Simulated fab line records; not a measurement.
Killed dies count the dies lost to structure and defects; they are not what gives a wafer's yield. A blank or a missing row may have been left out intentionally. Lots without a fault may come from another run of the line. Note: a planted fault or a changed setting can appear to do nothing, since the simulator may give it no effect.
Which tool is to blame? -- flow berkeley_cmos170 -- 7 lots (21 wafers sampled), 1 step of a 331-step route

WHAT THE GAUGES READ, wafer by wafer
UCB170_NSD_OVL_MEAS_07.
lot,measured,on,NSD_OVL (nm)
L226,day 8 22:40,overlay-01,7 10 3
L228,day 8 23:51,overlay-01,8 4 4
L234,day 10 02:04,overlay-02,-8 -2 7
L237,day 10 16:10,overlay-01,0 -1 3
L236,day 10 16:29,overlay-01,-2 3 -1
L241,day 11 18:28,overlay-01,5 0 6
L244,day 12 06:47,overlay-01,5 4 6

WHAT TOOL EACH LOT RAN ON (gives the tool, then ch and the chambers of the sampled wafers, and finally the start)
Before these readings, the record contains no process step.

THE ANSWER, worked out from the rows above alone
Rule: what is usual is taken from the lots themselves. Put in order of their means at a reading, lots are off if they are a third of the lots or fewer, leave a main group of 4 or more, and stand apart from it by a gap of 3 or more times the standard deviation of the main group's means; of several such gaps the widest counts. The tables above print the reading to a certain number of digits; a main group whose means all agree to those digits is not used. A lot without any number at a reading at which 4 lots or more have one is off too. Any other lot the step has rows for is counted as sound.
No lot is off at any reading shown: from this, nothing can be told.

WHAT THE SIMULATOR HAD PUT IN
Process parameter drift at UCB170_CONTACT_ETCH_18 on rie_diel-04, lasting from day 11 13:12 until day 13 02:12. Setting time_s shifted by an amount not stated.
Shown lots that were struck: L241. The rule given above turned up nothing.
